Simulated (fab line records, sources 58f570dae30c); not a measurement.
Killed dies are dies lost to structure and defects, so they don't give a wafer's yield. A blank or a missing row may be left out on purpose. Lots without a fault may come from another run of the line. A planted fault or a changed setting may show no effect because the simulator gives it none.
Which tool did it? | flow berkeley_cmos170 | 14 lots, 42 wafers sampled, at 5 steps of a route of 331

WHAT THE GAUGES READ, wafer by wafer
UCB170_PLDD_CD_MEAS_06: target cd 1200 nm.
lot  | measured     | on        | cd_nm (nm)
L226 | day 7 19:53  | cd_sem-01 | 1198.0 1197.1 1197.3
L227 | day 7 20:07  | cd_sem-02 | 1199.2 1200.2 1200.4
L230 | day 8 08:41  | cd_sem-01 | 1201.6 1201.9 1201.4
L231 | day 8 08:59  | cd_sem-02 | 1199.5 1199.0 1199.1
L229 | day 8 09:14  | cd_sem-02 | 1198.7 1200.2 1199.3
L234 | day 9 11:26  | cd_sem-02 | 1201.2 1199.8 1201.1
L235 | day 9 14:15  | cd_sem-01 | 1201.2 1200.1 1199.9
L236 | day 9 14:31  | cd_sem-01 | 1200.5 1201.3 1200.4
L241 | day 10 04:41 | cd_sem-02 | 1199.8 1200.0 1199.7
L239 | day 10 04:51 | cd_sem-01 | 1197.4 1197.5 1196.6
L238 | day 10 04:57 | cd_sem-02 | 1199.0 1198.3 1198.6
L246 | day 11 20:02 | cd_sem-02 | 1198.6 1198.4 1199.7
L248 | day 12 05:43 | cd_sem-01 | 1166.1 1166.0 1165.7
L247 | day 12 05:55 | cd_sem-01 | 1166.1 1165.1 1165.4

UCB170_PLDD_OVL_MEAS_07.
lot  | measured     | on         | PLDD_OVL (nm)
L226 | day 7 19:59  | overlay-01 | 3 4 3
L227 | day 7 20:14  | overlay-02 | -8 -17 -9
L230 | day 8 08:49  | overlay-02 | -7 -11 -13
L231 | day 8 09:05  | overlay-01 | -3 -7 -11
L229 | day 8 09:22  | overlay-02 | -10 -4 -6
L234 | day 9 11:33  | overlay-02 | 3 -4 0
L235 | day 9 14:22  | overlay-02 | -9 -10 -5
L236 | day 9 14:36  | overlay-01 | 6 2 1
L241 | day 10 04:48 | overlay-02 | -9 -14 -7
L239 | day 10 04:58 | overlay-01 | -6 -9 -9
L238 | day 10 05:04 | overlay-01 | -1 0 2
L246 | day 11 20:09 | overlay-01 | -9 -12 -3
L248 | day 12 05:47 | overlay-01 | 3 -5 2
L247 | day 12 06:02 | overlay-01 | -3 -3 1

UCB170_PSD_OVL_MEAS_07.
lot  | measured     | on         | PSD_OVL (nm)
L226 | day 8 09:40  | overlay-01 | 9 8 2
L227 | day 8 09:55  | overlay-01 | -1 -4 6
L230 | day 8 20:29  | overlay-02 | 2 -5 0
L231 | day 8 20:26  | overlay-01 | -4 -10 -9
L229 | day 8 20:14  | overlay-02 | 8 2 5
L234 | day 9 22:59  | overlay-02 | -7 -3 -3
L235 | day 9 22:45  | overlay-01 | 5 4 2
L236 | day 9 23:07  | overlay-01 | -14 -10 -3
L241 | day 10 14:26 | overlay-01 | -7 4 4
L239 | day 10 14:19 | overlay-02 | 2 2 -2
L238 | day 10 14:35 | overlay-02 | -11 -1 -4
L246 | day 12 05:02 | overlay-02 | -3 -4 -2
L248 | day 12 16:40 | overlay-02 | 0 -5 -4
L247 | day 12 17:34 | overlay-02 | 6 7 0

WHICH TOOL RAN EACH LOT (tool, then ch and the chambers of the sampled wafers, then the start)
lot  | UCB170_GATE_PEB_10                | UCB170_PLDD_PEB_04
L226 | litho_track-02 ch 0, day 7 17:59  | litho_track-01 ch 0, day 7 19:37
L227 | litho_track-02 ch 0, day 7 18:13  | litho_track-03 ch 0, day 7 19:51
L230 | litho_track-02 ch 0, day 8 06:49  | litho_track-04 ch 0, day 8 08:25
L231 | litho_track-04 ch 0, day 8 06:57  | litho_track-04 ch 0, day 8 08:43
L229 | litho_track-03 ch 0, day 8 07:10  | litho_track-04 ch 0, day 8 08:58
L234 | litho_track-03 ch 0, day 9 07:47  | litho_track-03 ch 0, day 9 11:08
L235 | litho_track-02 ch 0, day 9 12:25  | litho_track-03 ch 0, day 9 13:59
L236 | litho_track-03 ch 0, day 9 12:38  | litho_track-01 ch 0, day 9 14:15
L241 | litho_track-02 ch 0, day 10 01:40 | litho_track-01 ch 0, day 10 04:24
L239 | litho_track-03 ch 0, day 10 01:48 | litho_track-04 ch 0, day 10 04:35
L238 | litho_track-04 ch 0, day 10 01:56 | litho_track-01 ch 0, day 10 04:41
L246 | litho_track-02 ch 0, day 11 18:07 | litho_track-04 ch 0, day 11 19:45
L248 | litho_track-04 ch 0, day 12 02:32 | litho_track-01 ch 0, day 12 05:27
L247 | litho_track-02 ch 0, day 12 02:36 | litho_track-01 ch 0, day 12 05:39
- UCB170_GATE_PEB_10
- UCB170_PLDD_PEB_04

WHAT THE TOOLS THEMSELVES READ (means of the sampled wafers that have a number; where no wafer has one, the mark that the record gives instead)
UCB170_GATE_PEB_10.
lot  | tool           | chill_plate_temp_C (C) | exhaust_pa (Pa) | heater_power_total_W (W) | plate_sensor_t_centre_C (C) | plate_sensor_t_edge_C (C)
L226 | litho_track-02 | 23.03                  | 43.8            | 56.78                    | 131.40                      | 131.51
L227 | litho_track-02 | 23.06                  | 44.9            | 56.79                    | 131.41                      | 131.52
L230 | litho_track-02 | 23.07                  | 45.3            | 56.71                    | 131.41                      | 131.53
L231 | litho_track-04 | 22.92                  | 44.3            | 56.78                    | 131.40                      | 131.53
L229 | litho_track-03 | 22.91                  | 45.0            | 56.74                    | 131.40                      | 131.53
L234 | litho_track-03 | 23.08                  | 44.8            | 56.72                    | 131.41                      | 131.52
L235 | litho_track-02 | 23.10                  | 45.3            | 56.72                    | 131.41                      | 131.54
L236 | litho_track-03 | 23.09                  | 45.4            | 56.72                    | 131.41                      | 131.52
L241 | litho_track-02 | 23.12                  | 44.3            | 56.72                    | 131.41                      | 131.54
L239 | litho_track-03 | 23.03                  | 45.6            | 56.75                    | 131.40                      | 131.53
L238 | litho_track-04 | 22.94                  | 44.9            | 56.77                    | 131.41                      | 131.53
L246 | litho_track-02 | 23.10                  | 44.4            | 56.77                    | 131.41                      | 131.52
L248 | litho_track-04 | 23.01                  | 44.4            | 56.72                    | 131.41                      | 131.53
L247 | litho_track-02 | 23.05                  | 45.5            | 56.73                    | 131.40                      | 131.53

UCB170_PLDD_PEB_04.
lot  | tool           | chill_plate_temp_C (C) | exhaust_pa (Pa) | heater_power_total_W (W)
L226 | litho_track-01 | 22.96                  | 45.1            | 56.76
L227 | litho_track-03 | 22.98                  | 44.4            | 56.81
L230 | litho_track-04 | 22.81                  | 46.1            | 56.81
L231 | litho_track-04 | 23.03                  | 44.8            | 56.79
L229 | litho_track-04 | 23.06                  | 44.5            | 56.79
L234 | litho_track-03 | 22.97                  | 43.9            | 56.82
L235 | litho_track-03 | 22.95                  | 45.8            | 56.79
L236 | litho_track-01 | 22.91                  | 44.2            | 56.83
L241 | litho_track-01 | 22.94                  | 45.9            | 56.80
L239 | litho_track-04 | 22.92                  | 46.3            | 56.80
L238 | litho_track-01 | 22.93                  | 44.0            | 56.85
L246 | litho_track-04 | 23.01                  | 44.7            | 56.80
L248 | litho_track-01 | 22.84                  | 45.0            | 65.17
L247 | litho_track-01 | 22.96                  | 44.7            | 65.19

THE ANSWER, worked out from the rows above alone
Rule: what is usual is taken from the lots themselves. Put in order of their means at a reading, lots are off if they are a third of the lots or fewer, leave a main group of 4 or more, and stand apart from it by a gap of 3 or more times the standard deviation of the main group's means; of several such gaps the widest counts. A main group whose means are all the same, to the digits that the tables above print for the reading, isn't used. A lot without any number at a reading at which 4 lots or more have one is off too. The other lots that the step has rows for count as sound. The gauges are gone through in route order, then the tools' own readings, and for those a lot's mean is taken as printed above. The first step at which some lot is off is used, and at that step the reading that is off furthest; a lot without a number counts as furthest.
Off: L248, L247, at UCB170_PLDD_CD_MEAS_06 (cd_nm). The main group: mean 1199.5 nm, standard deviation 1.3.
A tool fits if, at a process step before that reading, it ran every lot that is off, and no sound lot after the first of them. The gauges at UCB170_PLDD_CD_MEAS_06 aren't tried: what is off there is off at UCB170_PLDD_PEB_04 too, on other tools, and a gauge's error can't cause that. One fits: litho_track-01 at UCB170_PLDD_PEB_04. Its last sound lot is L238 (day 10 04:41), its first lot that is off L248 (day 12 05:27): a fault that began between those two fits.
The tool's own readings at UCB170_PLDD_PEB_04 bear it out: on the lots that are off they differ by more than 5 times the standard deviation of the sound lots' means. heater_power_total_W reads 65.18 W there against 56.80 W on the sound lots.

WHAT THE SIMULATOR HAD PUT IN
Process parameter drift: litho_track-01, from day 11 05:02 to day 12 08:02, at UCB170_PLDD_PEB_04. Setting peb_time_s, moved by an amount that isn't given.
Lots struck among those shown: L248, L247. The rule above found the same.
